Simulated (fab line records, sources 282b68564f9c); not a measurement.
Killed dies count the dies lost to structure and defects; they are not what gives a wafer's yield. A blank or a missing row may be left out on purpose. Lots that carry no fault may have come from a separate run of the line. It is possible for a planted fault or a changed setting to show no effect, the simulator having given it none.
Which tool did it? | flow rit_cmos | Sampling: 14 lots, 42 wafers, 5 of 202 route steps

WHAT THE GAUGES SHOWED, per wafer
RIT_NRETRO_OVL_MEAS_06.
lot  | measured    | on         | NRETRO_OVL (nm)
L463 | day 2 09:07 | overlay-02 | 0.5 1.4 1.8
L464 | day 2 14:30 | overlay-01 | -0.2 1.5 0.7
L465 | day 2 19:19 | overlay-01 | 0.6 0.2 1.5
L467 | day 3 06:11 | overlay-01 | -0.6 -1.5 2.4
L468 | day 3 11:56 | overlay-01 | 0.9 1.8 0.8
L469 | day 3 20:13 | overlay-01 | 0.7 1.2 -0.3
L470 | day 4 02:59 | overlay-01 | 0.6 -1.0 1.5
L471 | day 4 05:49 | overlay-01 | 1.9 -0.3 1.1
L472 | day 4 11:03 | overlay-01 | 1.2 -0.9 0.4
L473 | day 4 15:30 | overlay-02 | -2.2 -1.2 -2.4
L476 | day 5 05:01 | overlay-01 | 4.0 3.2 0.2
L480 | day 5 22:46 | overlay-02 | -0.1 -0.1 -2.9
L481 | day 6 01:40 | overlay-02 | 0.4 -1.1 -0.7
L486 | day 7 04:16 | overlay-02 | -2.3 -1.5 -1.6

RIT_NLDD_OVL_MEAS_06.
lot  | measured    | on         | NLDD_OVL (nm)
L463 | day 3 00:53 | overlay-01 | -0.4 1.1 0.0
L464 | day 3 12:30 | overlay-01 | -4.1 -1.4 -1.6
L465 | day 3 12:44 | overlay-01 | -0.1 3.1 -0.5
L467 | day 4 02:30 | overlay-01 | 1.8 2.9 0.9
L468 | day 4 07:43 | overlay-01 | -0.2 -0.8 0.0
L469 | day 4 13:35 | overlay-01 | -1.8 -2.9 -2.7
L470 | day 4 17:20 | overlay-01 | -0.3 2.8 0.6
L471 | day 4 21:25 | overlay-02 | -0.5 -0.6 -2.0
L472 | day 5 02:24 | overlay-01 | -0.5 -0.8 -1.1
L473 | day 5 07:22 | overlay-01 | 0.4 -1.5 1.3
L476 | day 5 21:35 | overlay-01 | -0.2 -1.1 0.4
L480 | day 6 14:36 | overlay-02 | 1.8 -0.6 -0.3
L481 | day 6 14:37 | overlay-01 | 0.5 1.1 0.8
L486 | day 7 21:29 | overlay-01 | 1.6 0.9 1.4

RIT_SPACER_THK_MEAS_04.
lot  | measured    | on            | SPACER_NITRIDE_THK (nm)
L463 | day 3 05:12 | film_metro-03 | 254.3 255.2 253.5
L464 | day 3 16:58 | film_metro-03 | 252.3 253.3 250.2
L465 | day 3 17:12 | film_metro-02 | 250.4 252.0 251.7
L467 | day 4 07:28 | film_metro-03 | 251.1 250.0 250.6
L468 | day 4 12:17 | film_metro-04 | 245.6 245.1 243.6
L469 | day 4 17:53 | film_metro-04 | 250.5 248.0 251.6
L470 | day 4 21:55 | film_metro-03 | 244.2 246.0 246.9
L471 | day 5 01:50 | film_metro-03 | 254.4 251.1 251.9
L472 | day 5 07:38 | film_metro-02 | 249.6 252.1 249.8
L473 | day 5 11:49 | film_metro-02 | 252.5 250.5 252.9
L476 | day 6 01:56 | film_metro-04 | 189.3 188.8 188.3
L480 | day 6 18:55 | film_metro-03 | 187.6 188.5 191.1
L481 | day 6 20:27 | film_metro-03 | 248.7 251.2 249.7
L486 | day 8 02:43 | film_metro-02 | 248.0 248.2 248.5

WHAT TOOL EACH LOT RAN ON (gives the tool, then ch and the chambers of the sampled wafers, and finally the start)
lot  | RIT_GATE_STRIP_20                   | RIT_SPACER_CVD_03
L463 | plasma_asher-01 ch 0,1, day 2 18:38 | lpcvd-01 ch 0, day 3 03:17
L464 | plasma_asher-04 ch 0,1, day 3 04:29 | lpcvd-02 ch 1, day 3 15:01
L465 | plasma_asher-01 ch 0,1, day 3 08:15 | lpcvd-01 ch 1, day 3 15:16
L467 | plasma_asher-01 ch 0,1, day 3 20:14 | lpcvd-02 ch 1, day 4 05:33
L468 | plasma_asher-01 ch 0,1, day 4 01:31 | lpcvd-02 ch 0, day 4 10:22
L469 | plasma_asher-04 ch 0,1, day 4 08:05 | lpcvd-02 ch 0, day 4 15:56
L470 | plasma_asher-01 ch 0,1, day 4 11:18 | lpcvd-02 ch 1, day 4 20:00
L471 | plasma_asher-02 ch 0,1, day 4 15:55 | lpcvd-01 ch 1, day 4 23:54
L472 | plasma_asher-01 ch 0,1, day 4 22:07 | lpcvd-02 ch 1, day 5 04:45
L473 | plasma_asher-04 ch 0,1, day 5 01:38 | lpcvd-01 ch 1, day 5 09:53
L476 | plasma_asher-04 ch 0,1, day 5 15:12 | lpcvd-01 ch 1, day 6 00:00
L480 | plasma_asher-04 ch 0,1, day 6 09:23 | lpcvd-01 ch 0, day 6 17:00
L481 | plasma_asher-01 ch 0,1, day 6 09:30 | lpcvd-02 ch 0, day 6 18:32
L486 | plasma_asher-01 ch 0,1, day 7 15:00 | lpcvd-02 ch 0, day 8 00:48
- RIT_GATE_STRIP_20: strips in O2, time 180 s.
- RIT_SPACER_CVD_03: deposits Si3N4 from SiH2Cl2/NH3, target thk 250 nm, time 3300 s.

WHAT THE TOOLS THEMSELVES READ (means of the sampled wafers that have a number; where no wafer has one, the mark that the record gives instead)
RIT_GATE_STRIP_20.
lot  | tool            | drypump_motor_current_A (A)
L463 | plasma_asher-01 | 5.9
L464 | plasma_asher-04 | 6.4
L465 | plasma_asher-01 | 5.9
L467 | plasma_asher-01 | 6.2
L468 | plasma_asher-01 | 6.0
L469 | plasma_asher-04 | 6.4
L470 | plasma_asher-01 | 5.9
L471 | plasma_asher-02 | 5.9
L472 | plasma_asher-01 | 6.2
L473 | plasma_asher-04 | 6.5
L476 | plasma_asher-04 | 6.4
L480 | plasma_asher-04 | 6.5
L481 | plasma_asher-01 | 6.0
L486 | plasma_asher-01 | 5.9

THE ANSWER, worked out from the rows above alone
Rule: the usual values come from the lots themselves. The widest of any qualifying gaps counts: lots, ordered by their means at a reading, are off when they make up no more than a third of the lots, leave a main group of 4 or more, and stand apart from it by 3 or more times the standard deviation of that group's means. If all means in a main group match to the digits the tables above print for the reading, that group is not used. A lot without any number at a reading at which 4 lots or more have one is off too. Any other lot the step has rows for is counted as sound. After the gauges, taken in route order, come the tools' own readings; for these a lot's mean is taken, as printed above. The first step at which some lot is off is used, and at that step the reading that is off furthest; a lot without a number counts as furthest.
Off: L476, L480, at RIT_SPACER_THK_MEAS_04 (SPACER_NITRIDE_THK). Mean 250.1 nm and standard deviation 2.6 in the main group.
A tool fits if, at a process step before that reading, it ran every lot that is off, and no sound lot after the first of them. Gauges at RIT_SPACER_THK_MEAS_04: tried the same way as those tools. Undecided on this evidence; 2 tools fit (plasma_asher-04 at RIT_GATE_STRIP_20, lpcvd-01 at RIT_SPACER_CVD_03).

WHAT WAS PUT IN BY THE SIMULATOR
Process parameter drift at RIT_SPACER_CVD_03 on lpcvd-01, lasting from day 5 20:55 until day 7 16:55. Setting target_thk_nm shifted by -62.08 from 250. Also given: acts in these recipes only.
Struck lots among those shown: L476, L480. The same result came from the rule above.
